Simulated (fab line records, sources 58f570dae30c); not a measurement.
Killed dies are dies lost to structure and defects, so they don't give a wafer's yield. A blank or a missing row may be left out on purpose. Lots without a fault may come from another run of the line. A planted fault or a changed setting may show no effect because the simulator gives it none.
A struck lot beside a sound one | flow berkeley_cmos170 | 14 steps out of a route of 331
Sound: wafers L961.1, L961.2, L961.4. Struck: wafers L962.1, L962.3, L962.5. The cause comes at the end.
At each step with rows: each side's tool, then ch and its chambers, then its first start. Under that, the readings that differ: sound wafers | struck wafers | difference of the means | sigmas: that difference in standard deviations of wafers without a fault.
alike: readings whose means differ by less than 2 such deviations, and words and numbers that are the same on both sides. not compared: withheld readings, readings that some wafer has no value for, bounds like >300 that may hide the same value, and numbers for which the record gives no deviation and whose values overlap.
The two part at a step that has a row with sigmas, a row that says differs or no value, or rows on one side only. Numbers that don't overlap but have no deviation are shown without sigmas and don't part them. A reading that every wafer of one side lacks parts them only if that side has two wafers or more.

UCB170_NWELL_THK_MEAS_02:
  sound on film_metro-02, day 4 07:53; struck on film_metro-04, day 4 13:29
  reading              | sound          | struck         | difference | sigmas
  NWELL_OXIDE_THK (nm) | 27.4 26.9 26.9 | 25.8 25.7 26.3 | -1.1       | -2
then, 2 steps without rows for these wafers: UCB170_NWELL_ANNEAL_03 (time 900 s); UCB170_NWELL_CVD_04 (deposits Si3N4 from SiH2Cl2/NH3, target thk 224 nm, time 3360 s).
UCB170_NWELL_THK_MEAS_05:
  sound on film_metro-01, day 4 12:25; struck on film_metro-01, day 4 21:40
  alike: NWELL_NITRIDE_THK
then, 6 steps without rows for these wafers: UCB170_NWELL_HMDS_06 (prime time 60 s); UCB170_NWELL_COAT_07 (resist thk 900 nm); UCB170_NWELL_SOFTBAKE_08 (time 60 s); UCB170_NWELL_EXPOSE_09 (exposes mask NWELL, target cd 3000 nm); UCB170_NWELL_PEB_10; UCB170_NWELL_DEVELOP_11 (develop time 45 s).
UCB170_NWELL_OVL_MEAS_12:
  sound on overlay-01, day 4 13:33; struck on overlay-02, day 4 23:51
  alike: NWELL_OVL
UCB170_NWELL_ETCH_13: etches Si3N4 in CH3F/Ar/O2, stops on SiO2, target depth 246.4 nm, time 154 s.
  sound on rie_diel-02 ch 1,2,3, day 4 13:35; struck on rie_diel-03 ch 0,1, day 4 23:53
  alike: drypump_motor_current_A, oes_product_au, throttle_valve_pct
  not compared: rf_hours_counter_h
UCB170_NWELL_IMPLANT_14:
  sound on implanter-01 ch 0, day 4 13:41; struck on implanter-02 ch 0, day 4 23:59
  reading                   | sound                | struck               | difference | sigmas
  beam_energy_keV           | 150.01 150.05 150.04 | 143.51 143.52 143.47 | -6.53      | -99 or more
  model.implant.rp_nm (nm)  | 183.5 183.5 183.5    | 175.2 175.2 175.2    | -8.3       |
  model.implant.drp_nm (nm) | 62.72 62.72 62.72    | 60.6 60.6 60.6       | -2.1       |
UCB170_NWELL_STRIP_15: strips in O2.
  sound on plasma_asher-01 ch 0,1, day 4 13:50; struck on plasma_asher-02 ch 0,1, day 5 00:08
  alike: drypump_motor_current_A, oes_product_au, strip_time_to_endpoint_s
  not compared: rf_hours_counter_h

WHERE THEY PART
First at UCB170_NWELL_THK_MEAS_02; last, within this record, at UCB170_NWELL_IMPLANT_14. Later steps at which nothing parts them and some readings are alike: UCB170_NWELL_STRIP_15.

WHY: what the simulator had put in
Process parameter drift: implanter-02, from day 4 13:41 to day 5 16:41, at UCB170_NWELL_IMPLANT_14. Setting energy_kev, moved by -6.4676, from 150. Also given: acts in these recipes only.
